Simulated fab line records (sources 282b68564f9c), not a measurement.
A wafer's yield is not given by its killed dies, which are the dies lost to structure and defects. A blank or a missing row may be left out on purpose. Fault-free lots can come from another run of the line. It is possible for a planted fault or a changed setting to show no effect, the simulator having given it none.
fab line records	flow ritCmos
record lots=6	wafers=18	lastDay=7
route steps=202 shown REOX@100 NLDD@103 PLDD@114 SPACER@125 NSD@131 M1@202
lots untouched by any fault: they come from a run of this same line in which no faults occurred
startH: hours from the record's opening day to when the first of the lot's shown wafers began	waitH: hours from the lot's prior step to this one	" identical to the entry in the row above	L1.1+2: several wafers, shown together as one row	- either no value or no given start	* or withheld: withheld	< > ~ a bound
route shown NAME@n: names a module that has steps shown in the file, with the first one's number in the route	usual: the fault-free wafers' mean and standard deviation	same: alike in all rows	chamber/n: place in a boat	sites: each site's reading	_std_site: standard deviation across them	_edge_site: inner sites' mean taken away from outer sites' mean	radiusMm: for every site, how far away it sits from the centre of the wafer	mask NAME#n: copy n	behind: the most recent tool/chamber to have shaped the wafer	hold: why the lot was held/for how many hours/how that ended	device: which transistor (n, p or np) failed to switch	end of line: tests run on the same wafers once the route is complete	a step without rows: its recipe alone	killed: the dies lost at the first sort to structure and to defects; this is not the yield of the wafer	map: the dies of a wafer, with x for killed, . for not killed, _ for no die there
set.NAME: the setting the step ran with; set.NAME@STEP: the setting that earlier step ran with	model.NAME: the simulator's own value behind a step, which no gauge read
a table for each step, a row for each wafer; lots at some steps of the route
services: the hour from which a tool's chamber was out of use, counted from the record's first day as startH (under 0 if before that day), plus the number of hours and why
## steps
# step RIT_REOX_CLEAN_02
# recipe chemistry=SC2	mix=3:3:50	timeS=600	tempC=75	dry=n2Spin
# step RIT_REOX_OXIDATION_03
# recipe tempC=900	ambient=O2	targetThkA=252	oxTimeS=5580
# step RIT_REOX_THK_MEAS_04
# recipe reads=SiO2_of_REOX_OXIDATION_03
# usual REOX_OXIDE_THK=25.5/0.58
lot.wafer	tool	chamber	startH	waitH	REOX_OXIDE_THK[nm]
L316.1	filmMetro-03	-	45.68	0.0	25.0
L316.2	"	-	"	"	25.0
L316.6	"	-	"	"	25.3
L330.1	filmMetro-02	-	111.16	0.0	25.8
L330.2	"	-	"	"	26.1
L330.5	"	-	"	"	25.6
L332.1	filmMetro-03	-	122.10	0.0	24.9
L332.2	"	-	"	"	24.8
L332.5	"	-	"	"	25.2
L334.2	filmMetro-03	-	130.34	0.0	24.5
L334.3	"	-	"	"	24.9
L334.4	"	-	"	"	24.6
L335.1	filmMetro-03	-	135.53	0.0	26.0
L335.3	"	-	"	"	25.5
L335.5	"	-	"	"	26.3
L338.1	filmMetro-04	-	151.06	0.0	25.3
L338.5	"	-	"	"	25.5
L338.6	"	-	"	"	25.7
# step RIT_NLDD_HMDS_00
# recipe primeTimeS=60	primeTempC=140
# step RIT_NLDD_COAT_01
# recipe resist=NOVOLAK	spinRpm=3250	resistThkNm=1000
# step RIT_NLDD_SOFTBAKE_02
# recipe resist=NOVOLAK	tempC=90	timeS=60
# step RIT_NLDD_EXPOSE_03
# recipe maskId=M7	na=0.57	targetCdNm=40700	doseMj=250
# step RIT_NLDD_PEB_04
# recipe resist=NOVOLAK	tempC=withheld	timeS=withheld
# step RIT_NLDD_DEVELOP_05
# recipe resist=NOVOLAK	developTimeS=50	devTempC=23
# step RIT_NLDD_OVL_MEAS_06
# usual NLDD_OVL=-0.2/1.1
lot.wafer	tool	chamber	startH	waitH	NLDD_OVL[nm]
L316.1	overlay-02	-	46.59	-	-0.8
L316.2	"	-	"	"	-1.8
L316.6	"	-	"	"	-1.6
L330.1	overlay-02	-	112.44	-	-1.2
L330.2	"	-	"	"	0.1
L330.5	"	-	"	"	-0.5
L332.1	overlay-02	-	123.13	-	-1.0
L332.2	"	-	"	"	-1.8
L332.5	"	-	"	"	-0.6
L334.2	overlay-01	-	131.38	-	0.1
L334.3	"	-	"	"	-0.8
L334.4	"	-	"	"	1.1
L335.1	overlay-01	-	136.57	-	-0.6
L335.3	"	-	"	"	0.2
L335.5	"	-	"	"	-0.6
L338.1	overlay-01	-	152.10	-	0.2
L338.5	"	-	"	"	-0.1
L338.6	"	-	"	"	-0.6
# step RIT_NLDD_HARDBAKE_07
# recipe resist=NOVOLAK	tempC=140	timeS=60
# step RIT_NLDD_IMPLANT_08
# recipe species=P	energyKev=19.89	doseCm2=5e+14	tiltDeg=7
# step RIT_NLDD_STRIP_09
# recipe chemistry=O2	timeS=180	resist=NOVOLAK	platenTempC=withheld	powerW=500	pressureMtorr=4000	o2FlowSccm=4000
# usual drypumpMotorCurrentA=5.7/0.33
lot.wafer	tool	chamber	startH	waitH	drypumpMotorCurrentA	rfHoursCounterH
L316.1	plasmaAsher-02	1	46.93	0.1	6.1	21
L316.2	"	0	"	"	5.7	21
L316.6	"	1	"	"	6.2	-
L330.1	plasmaAsher-03	0	112.95	0.1	5.7	50
L330.2	"	1	"	"	5.7	50
L330.5	"	1	"	"	5.7	-
L332.1	plasmaAsher-03	1	123.47	0.1	5.7	52
L332.2	"	0	"	"	5.7	52
L332.5	"	0	"	"	5.7	-
L334.2	plasmaAsher-03	0	131.74	0.1	5.7	53
L334.3	"	1	"	"	5.7	-
L334.4	"	0	"	"	5.7	-
L335.1	plasmaAsher-03	1	137.22	0.3	5.7	54
L335.3	"	0	"	"	5.8	-
L335.5	"	0	"	"	5.8	-
L338.1	plasmaAsher-02	0	152.59	0.1	5.7	27
L338.5	"	1	"	"	6.1	-
L338.6	"	0	"	"	5.7	-
# step RIT_NLDD_TW_MEAS_10
# usual NLDD_TW=2501/26
lot.wafer	tool	chamber	startH	waitH	NLDD_TW
L316.1	filmMetro-01	-	47.10	0.1	2454
L316.2	"	-	"	"	2454
L316.6	"	-	"	"	2464
L330.1	filmMetro-02	-	113.12	0.1	2506
L330.2	"	-	"	"	2506
L330.5	"	-	"	"	2511
L332.1	filmMetro-01	-	123.65	0.1	2471
L332.2	"	-	"	"	2466
L332.5	"	-	"	"	2471
L334.2	filmMetro-04	-	131.92	0.1	2525
L334.3	"	-	"	"	2507
L334.4	"	-	"	"	2512
L335.1	filmMetro-04	-	137.39	0.1	2515
L335.3	"	-	"	"	2521
L335.5	"	-	"	"	2524
L338.1	filmMetro-04	-	152.76	0.1	2500
L338.5	"	-	"	"	2507
L338.6	"	-	"	"	2516
# step RIT_PLDD_HMDS_00
# recipe primeTimeS=60	primeTempC=140
# step RIT_PLDD_COAT_01
# recipe resist=NOVOLAK	spinRpm=3250	resistThkNm=1000
# step RIT_PLDD_SOFTBAKE_02
# recipe resist=NOVOLAK	tempC=90	timeS=60
# step RIT_PLDD_EXPOSE_03
# recipe maskId=M8	na=0.57	targetCdNm=40900	doseMj=250
# step RIT_PLDD_PEB_04
# recipe resist=NOVOLAK	tempC=withheld	timeS=withheld
# step RIT_PLDD_DEVELOP_05
# recipe resist=NOVOLAK	developTimeS=50	devTempC=23
# step RIT_PLDD_OVL_MEAS_06
# usual PLDD_OVL=-0.3/1.5
lot.wafer	tool	chamber	startH	waitH	PLDD_OVL[nm]
L316.1	overlay-02	-	48.01	-	-0.7
L316.2	"	-	"	"	-0.8
L316.6	"	-	"	"	-0.3
L330.1	overlay-01	-	114.03	-	-1.1
L330.2	"	-	"	"	0.2
L330.5	"	-	"	"	-0.7
L332.1	overlay-01	-	124.56	-	0.2
L332.2	"	-	"	"	0.6
L332.5	"	-	"	"	-0.2
L334.2	overlay-01	-	133.03	-	-0.6
L334.3	"	-	"	"	-0.4
L334.4	"	-	"	"	-2.0
L335.1	overlay-01	-	138.30	-	-2.9
L335.3	"	-	"	"	0.8
L335.5	"	-	"	"	0.1
L338.1	overlay-02	-	153.80	-	1.8
L338.5	"	-	"	"	-0.4
L338.6	"	-	"	"	1.8
# step RIT_PLDD_HARDBAKE_07
# recipe resist=NOVOLAK	tempC=140	timeS=60
# step RIT_PLDD_IMPLANT_08
# recipe species=BF2	energyKev=20	doseCm2=9e+14	tiltDeg=7
# step RIT_PLDD_STRIP_09
# recipe chemistry=O2	timeS=180	resist=NOVOLAK	platenTempC=withheld	powerW=500	pressureMtorr=4000	o2FlowSccm=4000
# usual drypumpMotorCurrentA=5.6/0.45
lot.wafer	tool	chamber	startH	waitH	drypumpMotorCurrentA	rfHoursCounterH
L316.1	plasmaAsher-04	0	48.35	0.1	5.1	38
L316.2	"	1	"	"	6.0	38
L316.6	"	0	"	"	5.1	-
L330.1	plasmaAsher-01	1	114.44	0.2	6.0	50
L330.2	"	0	"	"	5.0	50
L330.5	"	0	"	"	5.0	-
L332.1	plasmaAsher-04	1	124.89	0.1	6.0	1
L332.2	"	0	"	"	5.1	1
L332.5	"	1	"	"	6.0	-
L334.2	plasmaAsher-01	0	133.36	0.1	5.0	52
L334.3	"	1	"	"	6.0	-
L334.4	"	0	"	"	5.0	-
L335.1	plasmaAsher-04	0	138.64	0.1	5.1	3
L335.3	"	1	"	"	6.0	-
L335.5	"	1	"	"	6.0	-
L338.1	plasmaAsher-04	1	154.13	0.1	6.0	5
L338.5	"	1	"	"	6.0	-
L338.6	"	0	"	"	5.1	-
# step RIT_PLDD_TW_MEAS_10
# usual PLDD_TW=2355/26
lot.wafer	tool	chamber	startH	waitH	PLDD_TW
L316.1	filmMetro-01	-	48.53	0.1	2336
L316.2	"	-	"	"	2341
L316.6	"	-	"	"	2320
L330.1	filmMetro-01	-	114.62	0.1	2321
L330.2	"	-	"	"	2332
L330.5	"	-	"	"	2328
L332.1	filmMetro-01	-	125.07	0.1	2325
L332.2	"	-	"	"	2333
L332.5	"	-	"	"	2332
L334.2	filmMetro-02	-	133.54	0.1	2352
L334.3	"	-	"	"	2379
L334.4	"	-	"	"	2356
L335.1	filmMetro-02	-	138.81	0.1	2363
L335.3	"	-	"	"	2364
L335.5	"	-	"	"	2367
L338.1	filmMetro-04	-	154.31	0.1	2378
L338.5	"	-	"	"	2402
L338.6	"	-	"	"	2388
# step RIT_SPACER_CLEAN_00
# recipe chemistry=SC1	mix=3:3:50	timeS=600	tempC=75
# step RIT_SPACER_CLEAN_01
# recipe chemistry=dHF	dilution=50:1	timeS=28.75
# step RIT_SPACER_CLEAN_02
# recipe chemistry=SC2	mix=3:3:50	timeS=600	tempC=75	dry=n2Spin
# step RIT_SPACER_CVD_03
# recipe material=Si3N4	targetThkNm=250	tempC=810	precursor=SiH2Cl2/NH3	timeS=3300	pressureMtorr=300	sih2cl2FlowSccm=60	nh3FlowSccm=150
# step RIT_SPACER_THK_MEAS_04
# recipe reads=Si3N4_of_SPACER_CVD_03
# usual SPACER_NITRIDE_THK=249.1/2.2
lot.wafer	tool	chamber	startH	waitH	SPACER_NITRIDE_THK[nm]
L316.1	filmMetro-01	-	50.88	0.0	253.5
L316.2	"	-	"	"	252.5
L316.6	"	-	"	"	254.6
L330.1	filmMetro-01	-	116.96	0.0	250.8
L330.2	"	-	"	"	249.3
L330.5	"	-	"	"	250.0
L332.1	filmMetro-03	-	127.41	0.0	253.7
L332.2	"	-	"	"	252.8
L332.5	"	-	"	"	250.0
L334.2	filmMetro-03	-	135.89	0.0	251.1
L334.3	"	-	"	"	249.7
L334.4	"	-	"	"	249.9
L335.1	filmMetro-01	-	141.16	0.0	247.8
L335.3	"	-	"	"	248.2
L335.5	"	-	"	"	247.7
L338.1	filmMetro-01	-	156.65	0.0	251.5
L338.5	"	-	"	"	250.1
L338.6	"	-	"	"	251.9
# step RIT_SPACER_ETCHBACK_05
# recipe targetDepthA=2500	SF6_flow_sccm=30	CHF3_flow_sccm=30	target=Si3N4	chemistry=SF6/CHF3	pressureMtorr=40	rfW=250	timeS=240	stopOn=SiO2
# usual drypumpMotorCurrentA=5.6/0.48	oesProductAu=0.840/0.014	throttleValvePct=10.30/0.17
lot.wafer	tool	chamber	startH	waitH	drypumpMotorCurrentA	oesProductAu	rfHoursCounterH	throttleValvePct
L316.1	rieDiel-01	1	50.94	0.1	5.8	0.869	150	10.42
L316.2	"	2	"	"	5.2	0.828	118	10.12
L316.6	"	0	"	"	6.5	0.842	-	9.94
L330.1	rieDiel-01	3	117.02	0.1	5.6	0.844	8	10.24
L330.2	"	1	"	"	5.8	0.847	152	10.42
L330.5	"	1	"	"	5.8	0.855	-	10.43
L332.1	rieDiel-02	3	127.47	0.1	5.0	0.868	127	10.31
L332.2	"	0	"	"	6.5	0.836	4	10.54
L332.5	"	0	"	"	6.5	0.828	-	10.56
L334.2	rieDiel-04	3	135.94	0.0	5.2	0.847	71	10.39
L334.3	"	1	"	"	5.1	0.860	8	10.35
L334.4	"	0	"	"	5.7	0.840	22	10.08
L335.1	rieDiel-02	2	141.22	0.1	5.4	0.842	2	10.41
L335.3	"	3	"	"	5.1	0.855	128	10.33
L335.5	"	0	"	"	6.5	0.818	-	10.56
L338.1	rieDiel-02	1	156.71	0.1	5.4	0.849	8	10.20
L338.5	"	0	"	"	6.5	0.825	-	10.55
L338.6	"	3	"	"	5.1	0.861	-	10.31
# step RIT_NSD_HMDS_00
# recipe primeTimeS=60	primeTempC=140
# step RIT_NSD_COAT_01
# recipe resist=NOVOLAK	spinRpm=3250	resistThkNm=1000
# step RIT_NSD_SOFTBAKE_02
# recipe resist=NOVOLAK	tempC=90	timeS=60
# step RIT_NSD_EXPOSE_03
# recipe maskId=M9	na=0.57	targetCdNm=40700	doseMj=250
# step RIT_NSD_PEB_04
# recipe resist=NOVOLAK	tempC=withheld	timeS=withheld
# step RIT_NSD_DEVELOP_05
# recipe resist=NOVOLAK	developTimeS=50	devTempC=23
# step RIT_NSD_OVL_MEAS_06
# usual NSD_OVL=1.2/1.4
lot.wafer	tool	chamber	startH	waitH	NSD_OVL[nm]
L316.1	overlay-02	-	52.10	-	2.3
L316.2	"	-	"	"	1.4
L316.6	"	-	"	"	2.7
L330.1	overlay-02	-	118.15	-	-0.6
L330.2	"	-	"	"	0.4
L330.5	"	-	"	"	0.2
L332.1	overlay-02	-	128.59	-	-1.1
L332.2	"	-	"	"	-0.3
L332.5	"	-	"	"	0.5
L334.2	overlay-01	-	137.17	-	2.0
L334.3	"	-	"	"	3.1
L334.4	"	-	"	"	4.0
L335.1	overlay-02	-	142.47	-	1.8
L335.3	"	-	"	"	0.8
L335.5	"	-	"	"	3.6
L338.1	overlay-01	-	157.94	-	2.5
L338.5	"	-	"	"	2.5
L338.6	"	-	"	"	2.9
# step RIT_NSD_HARDBAKE_07
# recipe resist=NOVOLAK	tempC=140	timeS=60
# step RIT_NSD_IMPLANT_08
# recipe species=P	energyKev=25	doseCm2=1e+15	tiltDeg=7
# step RIT_NSD_STRIP_09
# recipe chemistry=O2	timeS=180	resist=NOVOLAK	platenTempC=withheld	powerW=500	pressureMtorr=4000	o2FlowSccm=4000
# usual drypumpMotorCurrentA=5.7/0.34
lot.wafer	tool	chamber	startH	waitH	drypumpMotorCurrentA	rfHoursCounterH
L316.1	plasmaAsher-02	1	52.44	0.1	6.1	22
L316.2	"	0	"	"	5.7	22
L316.6	"	0	"	"	5.7	-
L330.1	plasmaAsher-04	0	118.48	0.1	5.1	0
L330.2	"	1	"	"	6.0	0
L330.5	"	1	"	"	6.0	-
L332.1	plasmaAsher-03	0	128.93	0.1	5.7	53
L332.2	"	1	"	"	5.7	53
L332.5	"	0	"	"	5.8	-
L334.2	plasmaAsher-04	1	137.51	0.1	6.0	3
L334.3	"	0	"	"	5.1	-
L334.4	"	1	"	"	6.0	-
L335.1	plasmaAsher-04	0	142.81	0.1	5.1	4
L335.3	"	0	"	"	5.1	-
L335.5	"	1	"	"	6.0	-
L338.1	plasmaAsher-04	0	158.28	0.1	5.1	5
L338.5	"	0	"	"	5.1	-
L338.6	"	1	"	"	6.0	-
# step RIT_NSD_TW_MEAS_10
# usual NSD_TW=3129/32
lot.wafer	tool	chamber	startH	waitH	NSD_TW
L316.1	filmMetro-04	-	52.61	0.1	3164
L316.2	"	-	"	"	3178
L316.6	"	-	"	"	3157
L330.1	filmMetro-02	-	118.66	0.1	3154
L330.2	"	-	"	"	3178
L330.5	"	-	"	"	3132
L332.1	filmMetro-01	-	129.11	0.1	3089
L332.2	"	-	"	"	3083
L332.5	"	-	"	"	3078
L334.2	filmMetro-01	-	137.69	0.1	3101
L334.3	"	-	"	"	3110
L334.4	"	-	"	"	3113
L335.1	filmMetro-01	-	142.98	0.1	3079
L335.3	"	-	"	"	3103
L335.5	"	-	"	"	3106
L338.1	filmMetro-02	-	158.46	0.1	3133
L338.5	"	-	"	"	3136
L338.6	"	-	"	"	3151
# step RIT_M1_PROBE_99
# usual killedAtContacts=0.1/0.26	killedAtFrontEnd=7/3.2	killedDies=7/3.2	killedOnRim=1.6/1.2	killedOpen=3.2/2.1	killedShort=3.7/2.1
# same grossDies=264	killed_at_M0_to_M3=0	killed_at_M4_up=0	killedAtBackSide=0	killedAtOther=0
lot.wafer	tool	chamber	startH	waitH	killedAtContacts	killedAtFrontEnd	killedDies	killedOnRim	killedOpen	killedShort
L316.1	prober-02	-	62.83	0.1	0	8	8	4	2	6
L316.2	prober-02	-	62.88	0.1	0	3	3	1	2	1
L316.6	prober-02	-	63.08	0.2	0	8	8	2	2	6
L330.1	prober-02	-	128.05	0.1	0	5	5	3	2	3
L330.2	prober-02	-	128.10	0.1	0	4	4	1	2	2
L330.5	prober-02	-	128.25	0.2	1	10	11	0	4	7
L332.1	prober-02	-	138.56	0.1	0	3	3	1	0	3
L332.2	prober-02	-	138.61	0.1	0	4	4	1	2	2
L332.5	prober-02	-	138.76	0.2	0	5	5	1	2	3
L334.2	prober-02	-	148.68	0.1	0	4	4	1	0	4
L334.3	prober-02	-	148.73	0.2	1	21	22	8	3	4
L334.4	prober-02	-	148.78	0.2	0	7	7	2	2	5
L335.1	prober-01	-	153.67	0.1	0	27	27	8	5	5
L335.3	prober-01	-	153.77	0.2	0	10	10	1	6	4
L335.5	prober-01	-	153.87	0.2	0	9	9	1	3	6
L338.1	prober-02	-	167.84	0.1	0	10	10	2	5	5
L338.5	prober-02	-	168.04	0.2	0	7	7	1	1	6
L338.6	prober-02	-	168.09	0.2	0	10	10	1	5	5
# killed by level:class
L316.1 FOX1:geometricParticle:short=3 GATE:geometricParticle:short=2 FOX1:geometricParticle:open=1 GATE:geometricParticle:open=1 REOX:geometricParticle:short=1
L316.2 FOX1:geometricParticle:short=1 GATE:geometricParticle:open=1 SPACER:geometricParticle:open=1
L316.6 FOX1:geometricParticle:short=2 GATE:geometricParticle:short=2 FOX2:geometricParticle:open=1 REOX:geometricParticle:open=1 REOX:geometricParticle:short=1 SILICIDE:geometricParticle:short=1
L330.1 GATE:geometricParticle:short=2 FOX1:geometricParticle:short=1 GATE:geometricParticle:open=1 SPACER:geometricParticle:open=1
L330.2 SPACER:geometricParticle:open=2 FOX2:geometricParticle:short=1 GATE:geometricParticle:short=1
L330.5 SPACER:geometricParticle:short=4 FOX1:geometricParticle:short=1 FOX2:geometricParticle:short=1 GATE:geometricParticle:open=1 GATE:geometricParticle:short=1 SPACER:geometricParticle:open=1 SILICIDE:geometricParticle:open=1 CONTACT:geometricParticle:open=1
L332.1 GATE:geometricParticle:short=1 REOX:geometricParticle:short=1 SILICIDE:geometricParticle:short=1
L332.2 FOX2:geometricParticle:open=1 GATE:geometricParticle:short=1 SILICIDE:geometricParticle:short=1 SILICIDE:geometricParticle:open=1
L332.5 FOX1:geometricParticle:short=1 FOX2:geometricParticle:open=1 FOX2:geometricParticle:short=1 GATE:geometricParticle:open=1 SPACER:geometricParticle:short=1
L334.2 GATE:geometricParticle:short=2 ACTIVE:geometricParticle:short=1 SPACER:geometricParticle:short=1
L334.3 NLDD:unspecified=15 GATE:geometricParticle:short=3 GATE:geometricParticle:open=1 REOX:geometricParticle:open=1 SPACER:geometricParticle:short=1 CONTACT:geometricParticle:open=1
L334.4 GATE:geometricParticle:short=4 GATE:geometricParticle:open=1 REOX:geometricParticle:short=1 SILICIDE:geometricParticle:open=1
L335.1 NLDD:unspecified=17 GATE:geometricParticle:open=4 GATE:geometricParticle:short=2 FOX2:geometricParticle:open=1 REOX:geometricParticle:short=1 SPACER:geometricParticle:short=1 SILICIDE:geometricParticle:short=1
L335.3 GATE:geometricParticle:open=3 GATE:geometricParticle:short=3 FOX2:geometricParticle:open=1 FOX2:geometricParticle:short=1 REOX:geometricParticle:open=1 SPACER:geometricParticle:open=1
L335.5 GATE:geometricParticle:short=4 FOX2:geometricParticle:open=2 FOX2:geometricParticle:short=2 GATE:geometricParticle:open=1
L338.1 FOX1:geometricParticle:open=4 FOX1:geometricParticle:short=2 REOX:geometricParticle:short=2 GATE:geometricParticle:open=1 GATE:geometricParticle:short=1
L338.5 GATE:geometricParticle:short=2 REOX:geometricParticle:short=2 FOX2:geometricParticle:short=1 GATE:geometricParticle:open=1 SPACER:geometricParticle:short=1
L338.6 REOX:geometricParticle:open=3 GATE:geometricParticle:short=2 REOX:geometricParticle:short=2 FOX1:geometricParticle:open=1 SPACER:geometricParticle:open=1 SILICIDE:geometricParticle:short=1
# map L334.3 (x killed, . not)
________......._______
_____......x......____
____...............___
___...x.............__
__..................._
__.........x........._
_...x.................
_.....................
_.......x.....x.......
_.....................
__..................._
__xxxxx.............._
___.xxxx............__
____xxxx...........___
_____xx...........____
________...x..._______
# map L335.1 (x killed, . not)
________...x..._______
_____.............____
____...............___
___......x..........__
__..................._
__........x.........._
_.....x...........x...
_..x...........x......
_.....................
_.....................
__..................._
__.xxxxx............._
___xxxxxx......x....__
____xxxx.......x...___
_____xx..x........____
________......._______
## services
tool	chamber	startH	hours	kind
rieDiel-02	2	33.32	12.3	repair
rieDiel-01	1	64.65	1.4	repair
rieDiel-04	-	68.26	2.8	pm
rieDiel-04	2	73.09	7.9	repair
rieDiel-01	-	82.53	0.4	repair
rieDiel-02	2	89.08	3.8	repair
rieDiel-01	0	91.52	3.6	repair
plasmaAsher-02	-	92.79	55.8	repair
rieDiel-04	3	102.39	4.4	repair
plasmaAsher-04	-	108.92	9.0	pm
plasmaAsher-04	0	108.92	9.0	ventCycle
plasmaAsher-04	1	108.92	9.0	ventCycle
plasmaAsher-04	0	117.92	-	clean
plasmaAsher-04	1	117.92	-	clean
rieDiel-02	-	120.74	2.8	pm
rieDiel-02	0	145.76	7.4	repair
plasmaAsher-02	-	155.35	1.5	repair
## key
firstSign step=RIT_M1_PROBE_99	reading=killedDies	direction=up	sigmas=5.5	usual=7	struck=24
effect step=RIT_M1_PROBE_99	reading=killedAtFrontEnd	direction=up	sigmas=5.4	usual=7	struck=24
metAt RIT_NLDD_STRIP_09
struckWafers L334.3,L335.1
testerLeftOut L334,L335
onsetBetween 123.47 131.74
fault kind=chamberParticleSource	tool=plasmaAsher-03	chamber=1	onsetH=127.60	steps=RIT_NLDD_STRIP_09	ratePerVisitCm2=0.38916	endH=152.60
# testerLeftOut: of these lots the tester's yield and bins aren't shown, on N5 and GAA mostly nor the transistor test; their killed dies are dies lost to structure and defects alone, not to doping, threshold or leakage, so they don't give the yield
